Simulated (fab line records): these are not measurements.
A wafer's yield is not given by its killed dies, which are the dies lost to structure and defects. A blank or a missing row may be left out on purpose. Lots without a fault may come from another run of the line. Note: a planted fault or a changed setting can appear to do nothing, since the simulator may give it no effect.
Which tool was responsible? | flow rit_cmos | 7 lots (21 wafers sampled), 1 step of a 202-step route

## WHAT THE GAUGES READ, wafer by wafer
RIT_ACTIVE_CD_MEAS_11: target cd 1400 nm.
lot  | measured    | on        | cd_nm (nm)
L854 | day 1 19:26 | cd_sem-02 | 1401.2 1401.7 1402.2
L858 | day 2 15:50 | cd_sem-01 | 1398.8 1397.9 1394.5
L860 | day 3 01:41 | cd_sem-02 | 1398.8 1401.4 1401.8
L863 | day 3 16:31 | cd_sem-02 | 1400.2 1399.2 1400.7
L872 | day 5 15:36 | cd_sem-01 | 1398.3 1397.6 1396.6
L874 | day 6 00:09 | cd_sem-01 | 1397.5 1398.2 1400.4
L876 | day 6 09:35 | cd_sem-01 | 1402.4 1403.2 1404.0

## WHAT TOOL EACH LOT RAN ON (gives the tool, then ch and the chambers of the sampled wafers, and finally the start)
No process step before these readings appears in the record.

## THE ANSWER, worked out from the rows above alone
Rule: the lots themselves supply what counts as usual. The widest of any qualifying gaps counts: lots, ordered by their means at a reading, are off when they make up no more than a third of the lots, leave a main group of 4 or more, and stand apart from it by 3 or more times the standard deviation of that group's means. Not used: any main group whose means are identical at the precision the tables above print for the reading. A lot without any number at a reading at which 4 lots or more have one is off too. All remaining lots with rows at the step are treated as sound.
No lot is off on any of the readings shown, so nothing can be concluded from this.

## WHAT HAD BEEN PUT IN BY THE SIMULATOR
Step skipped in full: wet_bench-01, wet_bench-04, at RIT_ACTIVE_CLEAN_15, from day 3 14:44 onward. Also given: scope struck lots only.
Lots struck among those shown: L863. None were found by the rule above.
